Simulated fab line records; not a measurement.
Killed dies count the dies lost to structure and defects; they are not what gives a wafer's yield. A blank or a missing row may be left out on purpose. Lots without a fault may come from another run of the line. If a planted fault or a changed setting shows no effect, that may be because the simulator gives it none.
What tool caused it? | flow berkeleyCmos170 | 6 lots with 18 wafers sampled at 4 steps, on a route of 331 steps

== WHAT THE GAUGES SHOWED, per wafer ==
UCB170_SILICIDE_RS_MEAS_02: uses a four-point probe to measure.
lot  | measured     | on           | SILICIDE_TI_RS (ohm/sq)
L713 | day 7 02:38  | filmMetro-03 | 26.2 26.7 26.2
L718 | day 8 05:32  | filmMetro-04 | 26.2 26.5 26.1
L720 | day 8 13:49  | filmMetro-03 | 26.3 26.0 26.1
L724 | day 8 23:37  | filmMetro-04 | 26.4 30.3 29.9
L730 | day 10 16:59 | filmMetro-03 | 26.0 26.1 26.0
L732 | day 11 12:25 | filmMetro-04 | 26.2 26.1 26.0

== WHICH TOOL RAN EACH LOT (tool, then ch and the chambers of the sampled wafers, then the start) ==
lot  | UCB170_PVT_STRIP_08                 | UCB170_GATE_STRIP_16                | UCB170_SILICIDE_SPUTTER_01
L713 | plasmaAsher-02 ch 0,1, day 5 23:25  | plasmaAsher-04 ch 0,1, day 6 09:54  | pvdSputter-02, day 7 02:37
L718 | plasmaAsher-01 ch 0,1, day 6 22:46  | plasmaAsher-02 ch 0,1, day 7 11:18  | pvdSputter-01, day 8 05:30
L720 | plasmaAsher-03 ch 0,1, day 7 10:45  | plasmaAsher-02 ch 0,1, day 7 23:25  | pvdSputter-03, day 8 13:44
L724 | plasmaAsher-03 ch 0,1, day 7 19:23  | plasmaAsher-03 ch 0,1, day 8 08:22  | pvdSputter-01, day 8 23:32
L730 | plasmaAsher-02 ch 0,1, day 9 09:41  | plasmaAsher-02 ch 0,1, day 10 00:58 | pvdSputter-03, day 10 16:57
L732 | plasmaAsher-03 ch 0,1, day 10 08:21 | plasmaAsher-02 ch 0,1, day 10 20:48 | pvdSputter-02, day 11 12:20
- UCB170_PVT_STRIP_08: strips in O2.
- UCB170_GATE_STRIP_16: strips in O2.
- UCB170_SILICIDE_SPUTTER_01: material Ti, target thk 30 nm, time 25 s.

== THE ANSWER, worked out from the rows above alone ==
Rule: the usual values come from the lots themselves. Put in order of their means at a reading, lots are off if they are a third of the lots or fewer, leave a main group of 4 or more, and stand apart from it by a gap of 3 or more times the standard deviation of the main group's means; of several such gaps the widest counts. The tables above print the reading to a certain number of digits; a main group whose means all agree to those digits is not used. Also off: a lot with no number at a reading for which 4 or more lots have one. Any other lot the step has rows for is counted as sound.
Off: L724, at UCB170_SILICIDE_RS_MEAS_02 (SILICIDE_TI_RS). For the main group the mean is 26.2 ohm/sq and the standard deviation 0.12.
A tool fits if, at a process step before that reading, it ran every lot that is off, and no sound lot after the first of them. The gauges at UCB170_SILICIDE_RS_MEAS_02 are tried like those tools. 2 tools fit, plasmaAsher-03 at UCB170_GATE_STRIP_16 and pvdSputter-01 at UCB170_SILICIDE_SPUTTER_01, so this cannot tell which one it is.

== WHAT THE SIMULATOR HAD PUT IN ==
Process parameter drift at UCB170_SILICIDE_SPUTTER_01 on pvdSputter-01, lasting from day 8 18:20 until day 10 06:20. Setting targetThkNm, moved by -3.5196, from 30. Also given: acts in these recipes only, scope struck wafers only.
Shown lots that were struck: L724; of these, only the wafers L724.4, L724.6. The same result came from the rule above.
